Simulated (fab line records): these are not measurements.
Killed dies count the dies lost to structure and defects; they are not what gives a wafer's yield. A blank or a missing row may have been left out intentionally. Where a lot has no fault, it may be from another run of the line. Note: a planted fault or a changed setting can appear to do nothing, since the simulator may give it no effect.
Tool commonality check / flow rit cmos / 14 lots and 42 wafers in the sample

== WHAT PROMPTED THE OPENING ==
2 of 14 lots carry a flag on the reading SPACER_NITRIDE_THK at RIT_SPACER_THK_MEAS_04. No-fault wafers: 247.8 nm, standard deviation 2.6.
Rule: flag the lot when none of its wafers has a number, or when each of its wafers that has one lies beyond 4 standard deviations from that mean. All remaining lots are regarded as sound.

lot=L972; measured=day 2 21:56; on=film metro-02; SPACER_NITRIDE_THK (nm), wafer by wafer=248.4 248.4 246.9; flag=
lot=L973; measured=day 3 03:34; on=film metro-04; SPACER_NITRIDE_THK (nm), wafer by wafer=246.8 248.1 246.8; flag=
lot=L974; measured=day 3 08:20; on=film metro-04; SPACER_NITRIDE_THK (nm), wafer by wafer=250.2 249.3 250.6; flag=
lot=L977; measured=day 3 23:25; on=film metro-01; SPACER_NITRIDE_THK (nm), wafer by wafer=249.5 249.1 249.0; flag=
lot=L978; measured=day 4 03:20; on=film metro-02; SPACER_NITRIDE_THK (nm), wafer by wafer=247.0 246.5 246.7; flag=
lot=L981; measured=day 4 20:08; on=film metro-04; SPACER_NITRIDE_THK (nm), wafer by wafer=225.1 226.6 225.3; flag=FLAGGED
lot=L982; measured=day 5 00:59; on=film metro-02; SPACER_NITRIDE_THK (nm), wafer by wafer=225.1 225.8 226.9; flag=FLAGGED
lot=L987; measured=day 6 04:34; on=film metro-01; SPACER_NITRIDE_THK (nm), wafer by wafer=242.9 243.4 243.8; flag=
lot=L988; measured=day 6 07:02; on=film metro-01; SPACER_NITRIDE_THK (nm), wafer by wafer=252.5 251.6 249.5; flag=
lot=L989; measured=day 6 10:44; on=film metro-01; SPACER_NITRIDE_THK (nm), wafer by wafer=245.5 244.2 245.6; flag=
lot=L992; measured=day 7 06:20; on=film metro-02; SPACER_NITRIDE_THK (nm), wafer by wafer=246.7 246.3 244.9; flag=
lot=L993; measured=day 7 11:36; on=film metro-02; SPACER_NITRIDE_THK (nm), wafer by wafer=249.8 246.5 247.9; flag=
lot=L994; measured=day 7 13:35; on=film metro-02; SPACER_NITRIDE_THK (nm), wafer by wafer=249.0 249.9 248.6; flag=
lot=L995; measured=day 7 19:15; on=film metro-01; SPACER_NITRIDE_THK (nm), wafer by wafer=250.2 251.2 249.4; flag=
The numbers of the flagged lots are 225.8 nm on average: -22.0 nm against the usual, or -8 standard deviations.

== WHICH TOOL RAN EACH LOT ==
Before the reading, the record contains 3 process steps out of a 202-step route. Every cell lists first the tool, next ch and the chambers used by the sampled wafers, and last the start.
lot=L972; flag=; RIT_GATE_STRIP_20=plasma asher-02 ch 0,1, day 2 13:17; RIT_NLDD_STRIP_09=plasma asher-01 ch 0,1, day 2 17:54; RIT_SPACER_CVD_03=lpcvd-02 ch 1, day 2 20:00
lot=L973; flag=; RIT_GATE_STRIP_20=plasma asher-02 ch 0,1, day 2 18:23; RIT_NLDD_STRIP_09=plasma asher-01 ch 0,1, day 2 23:32; RIT_SPACER_CVD_03=lpcvd-02 ch 1, day 3 01:38
lot=L974; flag=; RIT_GATE_STRIP_20=plasma asher-02 ch 0,1, day 2 23:49; RIT_NLDD_STRIP_09=plasma asher-01 ch 0,1, day 3 04:23; RIT_SPACER_CVD_03=lpcvd-01 ch 0, day 3 06:25
lot=L977; flag=; RIT_GATE_STRIP_20=plasma asher-03 ch 1, day 3 14:49; RIT_NLDD_STRIP_09=plasma asher-01 ch 0,1, day 3 19:20; RIT_SPACER_CVD_03=lpcvd-01 ch 1, day 3 21:29
lot=L978; flag=; RIT_GATE_STRIP_20=plasma asher-04 ch 0,1, day 3 18:38; RIT_NLDD_STRIP_09=plasma asher-04 ch 0,1, day 3 23:16; RIT_SPACER_CVD_03=lpcvd-01 ch 0, day 4 01:25
lot=L981; flag=FLAGGED; RIT_GATE_STRIP_20=plasma asher-03 ch 0,1, day 4 09:47; RIT_NLDD_STRIP_09=plasma asher-02 ch 0,1, day 4 14:28; RIT_SPACER_CVD_03=lpcvd-01 ch 0, day 4 17:14
lot=L982; flag=FLAGGED; RIT_GATE_STRIP_20=plasma asher-03 ch 1, day 4 15:30; RIT_NLDD_STRIP_09=plasma asher-04 ch 0,1, day 4 19:58; RIT_SPACER_CVD_03=lpcvd-01 ch 0, day 4 22:07
lot=L987; flag=; RIT_GATE_STRIP_20=plasma asher-03 ch 0,1, day 5 19:53; RIT_NLDD_STRIP_09=plasma asher-01 ch 0,1, day 6 00:28; RIT_SPACER_CVD_03=lpcvd-02 ch 1, day 6 02:40
lot=L988; flag=; RIT_GATE_STRIP_20=plasma asher-04 ch 0,1, day 5 22:22; RIT_NLDD_STRIP_09=plasma asher-02 ch 0,1, day 6 02:59; RIT_SPACER_CVD_03=lpcvd-02 ch 0, day 6 05:05
lot=L989; flag=; RIT_GATE_STRIP_20=plasma asher-03 ch 0,1, day 6 01:54; RIT_NLDD_STRIP_09=plasma asher-02 ch 0,1, day 6 06:28; RIT_SPACER_CVD_03=lpcvd-02 ch 0, day 6 08:49
lot=L992; flag=; RIT_GATE_STRIP_20=plasma asher-04 ch 0,1, day 6 21:45; RIT_NLDD_STRIP_09=plasma asher-04 ch 0,1, day 7 02:17; RIT_SPACER_CVD_03=lpcvd-02 ch 0, day 7 04:24
lot=L993; flag=; RIT_GATE_STRIP_20=plasma asher-02 ch 0,1, day 7 02:22; RIT_NLDD_STRIP_09=plasma asher-02 ch 0,1, day 7 07:40; RIT_SPACER_CVD_03=lpcvd-02 ch 1, day 7 09:40
lot=L994; flag=; RIT_GATE_STRIP_20=plasma asher-04 ch 0,1, day 7 03:47; RIT_NLDD_STRIP_09=plasma asher-01 ch 0,1, day 7 09:35; RIT_SPACER_CVD_03=lpcvd-02 ch 1, day 7 11:40
lot=L995; flag=; RIT_GATE_STRIP_20=plasma asher-04 ch 0,1, day 7 10:19; RIT_NLDD_STRIP_09=plasma asher-01 ch 0,1, day 7 15:03; RIT_SPACER_CVD_03=lpcvd-02 ch 1, day 7 17:19
What is done by these steps:
- RIT_GATE_STRIP_20: strips in O2, time 180 s.
- RIT_NLDD_STRIP_09: strips in O2, time 180 s.
- RIT_SPACER_CVD_03: deposits Si3N4 from SiH2Cl2/NH3, target thk 250 nm, time 3300 s.
- RIT_SPACER_THK_MEAS_04

== FLAGGED OVER TOTAL, TOOL BY TOOL (the gauges that took the reading come last) ==
step=RIT_GATE_STRIP_20; tool=plasma asher-02; lots run=4; flagged=0; share of the flagged lots=none; sound lots run after its first flagged lot=-
step=RIT_GATE_STRIP_20; tool=plasma asher-03; lots run=5; flagged=2; share of the flagged lots=all; sound lots run after its first flagged lot=2 (L987,L989)
step=RIT_GATE_STRIP_20; tool=plasma asher-04; lots run=5; flagged=0; share of the flagged lots=none; sound lots run after its first flagged lot=-
step=RIT_NLDD_STRIP_09; tool=plasma asher-01; lots run=7; flagged=0; share of the flagged lots=none; sound lots run after its first flagged lot=-
step=RIT_NLDD_STRIP_09; tool=plasma asher-02; lots run=4; flagged=1; share of the flagged lots=some; sound lots run after its first flagged lot=3 (L988,L989,L993)
step=RIT_NLDD_STRIP_09; tool=plasma asher-04; lots run=3; flagged=1; share of the flagged lots=some; sound lots run after its first flagged lot=1 (L992)
step=RIT_SPACER_CVD_03; tool=lpcvd-01; lots run=5; flagged=2; share of the flagged lots=all; sound lots run after its first flagged lot=0
step=RIT_SPACER_CVD_03; tool=lpcvd-02; lots run=9; flagged=0; share of the flagged lots=none; sound lots run after its first flagged lot=-
step=RIT_SPACER_THK_MEAS_04; tool=film metro-01; lots run=5; flagged=0; share of the flagged lots=none; sound lots run after its first flagged lot=-
step=RIT_SPACER_THK_MEAS_04; tool=film metro-02; lots run=6; flagged=1; share of the flagged lots=some; sound lots run after its first flagged lot=3 (L992,L993,L994)
step=RIT_SPACER_THK_MEAS_04; tool=film metro-04; lots run=3; flagged=1; share of the flagged lots=some; sound lots run after its first flagged lot=0

== THE TABLE: WHAT IT ALLOWS ==
Every flagged lot went through 2 rows of the table: plasma asher-03 at RIT_GATE_STRIP_20 and lpcvd-01 at RIT_SPACER_CVD_03.
- plasma asher-03 at RIT_GATE_STRIP_20: 2 of its 5 lots flagged. Lots that were sound ran on it after the first flagged one (L987, L989); a persistent fault on the entire tool would not allow that.
- lpcvd-01 at RIT_SPACER_CVD_03: 2 of its 5 lots flagged. A fault beginning between L978 (day 4 01:25), its last sound lot, and L981 (day 4 17:14), its first flagged one, fits the data.
Just one tool remains: lpcvd-01 at RIT_SPACER_CVD_03.

== WHAT WAS PUT IN BY THE SIMULATOR ==
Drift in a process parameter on lpcvd-01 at RIT_SPACER_CVD_03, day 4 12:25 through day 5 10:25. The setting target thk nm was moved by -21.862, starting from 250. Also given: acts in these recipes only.
Struck lots among those shown: L981, L982. The rule above found the same.
